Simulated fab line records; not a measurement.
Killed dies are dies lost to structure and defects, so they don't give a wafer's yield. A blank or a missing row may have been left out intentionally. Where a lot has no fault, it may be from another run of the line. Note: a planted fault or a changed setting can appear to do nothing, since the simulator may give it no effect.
A sampling plan put to the test + flow berkeley-cmos170 + each of the 14 faults these records tell of, on one fab line, judged from the records of the lots it struck
What counts as the plan is the set of the line's own looks, namely the steps on the route at which a gauge or an inspection reads a wafer and does not change it. A look can be judged if struck wafers have a number there and the file gives its usual mean and standard deviation on fault-free wafers. Caught: at a look after the fault's first step, the mean of the struck wafers lies 4 or more of those standard deviations (sigma) from the usual mean. On the tool: the test repeated on the tool's own readings taken at the fault's steps. A different recipe on the struck wafers counts as caught too, as does a record blank only for those wafers.

== THE FAULTS, as the simulator had put them in ==
1. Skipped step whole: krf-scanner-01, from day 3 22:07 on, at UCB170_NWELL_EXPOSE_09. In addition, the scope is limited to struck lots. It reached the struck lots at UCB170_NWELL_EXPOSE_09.
2. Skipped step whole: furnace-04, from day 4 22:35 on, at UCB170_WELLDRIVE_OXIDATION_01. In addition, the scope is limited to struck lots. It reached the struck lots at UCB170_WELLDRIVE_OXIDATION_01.
3. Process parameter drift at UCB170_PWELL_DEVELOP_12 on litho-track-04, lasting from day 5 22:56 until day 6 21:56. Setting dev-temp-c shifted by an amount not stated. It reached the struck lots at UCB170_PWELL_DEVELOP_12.
4. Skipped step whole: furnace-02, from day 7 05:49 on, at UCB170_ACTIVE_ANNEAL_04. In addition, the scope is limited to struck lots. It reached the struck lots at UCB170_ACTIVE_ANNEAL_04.
5. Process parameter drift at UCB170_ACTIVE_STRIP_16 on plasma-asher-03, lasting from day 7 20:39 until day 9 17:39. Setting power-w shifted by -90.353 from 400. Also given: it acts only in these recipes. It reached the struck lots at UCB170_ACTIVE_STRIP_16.
6. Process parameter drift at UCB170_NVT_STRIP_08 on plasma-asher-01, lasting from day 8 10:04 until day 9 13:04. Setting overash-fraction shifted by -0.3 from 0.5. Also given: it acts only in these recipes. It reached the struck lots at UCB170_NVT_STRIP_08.
7. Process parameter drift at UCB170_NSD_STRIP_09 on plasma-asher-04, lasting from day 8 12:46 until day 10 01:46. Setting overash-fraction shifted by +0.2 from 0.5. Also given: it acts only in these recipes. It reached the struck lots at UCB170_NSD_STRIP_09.
8. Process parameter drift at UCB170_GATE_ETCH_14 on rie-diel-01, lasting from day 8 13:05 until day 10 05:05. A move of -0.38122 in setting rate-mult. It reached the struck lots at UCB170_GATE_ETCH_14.
9. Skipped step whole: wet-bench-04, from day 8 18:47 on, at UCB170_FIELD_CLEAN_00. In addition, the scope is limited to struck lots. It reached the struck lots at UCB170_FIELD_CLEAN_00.
10. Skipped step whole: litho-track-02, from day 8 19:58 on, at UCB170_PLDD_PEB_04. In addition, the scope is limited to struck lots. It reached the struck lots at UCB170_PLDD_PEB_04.
11. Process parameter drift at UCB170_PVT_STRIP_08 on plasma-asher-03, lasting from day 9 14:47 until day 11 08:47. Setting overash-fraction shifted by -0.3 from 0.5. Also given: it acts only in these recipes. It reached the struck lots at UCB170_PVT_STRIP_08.
12. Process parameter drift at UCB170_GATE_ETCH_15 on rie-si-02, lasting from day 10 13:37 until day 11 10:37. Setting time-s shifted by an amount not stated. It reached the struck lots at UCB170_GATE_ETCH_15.
13. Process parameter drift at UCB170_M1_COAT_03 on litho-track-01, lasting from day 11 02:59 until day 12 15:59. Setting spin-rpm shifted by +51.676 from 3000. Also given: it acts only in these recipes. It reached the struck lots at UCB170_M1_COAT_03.
14. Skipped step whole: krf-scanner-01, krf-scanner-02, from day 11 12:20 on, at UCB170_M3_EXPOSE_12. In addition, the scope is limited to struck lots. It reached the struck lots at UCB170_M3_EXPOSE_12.

== WHAT THE PLAN SAW ==
| fault | on the tool itself                               | first look that catches it                   | reading, sigma | median hours from its first step to that look | hours from the fault's start to the first struck lot there | judged looks passed uncaught |
|-------|--------------------------------------------------|----------------------------------------------|----------------|-----------------------------------------------|------------------------------------------------------------|------------------------------|
| 1     | no reading that can be judged                    | no look after it can be judged               | -              | -                                             | -                                                          | 0                            |
| 2     | the tool's record is blank for the struck wafers | no look after it can be judged               | -              | -                                             | -                                                          | 0                            |
| 3     | developer-temp-C +7.1 sigma                      | not the one look that can be judged after it | -              | -                                             | -                                                          | 1                            |
| 4     | the tool's record is blank for the struck wafers | no look after it can be judged               | -              | -                                             | -                                                          | 0                            |
| 5     | strip-time-to-endpoint-s +39 sigma               | not the one look that can be judged after it | -              | -                                             | -                                                          | 1                            |
| 6     | oes-product-au +29 sigma                         | no look after it can be judged               | -              | -                                             | -                                                          | 0                            |
| 7     | oes-product-au -7.2 sigma                        | no look after it can be judged               | -              | -                                             | -                                                          | 0                            |
| 8     | oes-product-au -11 sigma                         | no look after it can be judged               | -              | -                                             | -                                                          | 0                            |
| 9     | the tool's record is blank for the struck wafers | no look after it can be judged               | -              | -                                             | -                                                          | 0                            |
| 10    | the tool's record is blank for the struck wafers | no look after it can be judged               | -              | -                                             | -                                                          | 0                            |
| 11    | oes-product-au +28 sigma                         | not the one look that can be judged after it | -              | -                                             | -                                                          | 1                            |
| 12    | run-length-s -20 sigma                           | not the one look that can be judged after it | -              | -                                             | -                                                          | 1                            |
| 13    | spin-speed-rpm +27 sigma                         | no look after it can be judged               | -              | -                                             | -                                                          | 0                            |
| 14    | no reading that can be judged                    | no look after it can be judged               | -              | -                                             | -                                                          | 0                            |
Dash: fault not caught, or number not given in these records.

Caught at a look: 0 of 14. Caught on the tool: 12 of 14. By one or the other: 12 of 14.
Caught on the tool alone: faults 2, 3, 4, 5, 6, 7, 8, 9, 10, 11, 12, 13.
Caught by neither: faults 1, 14.
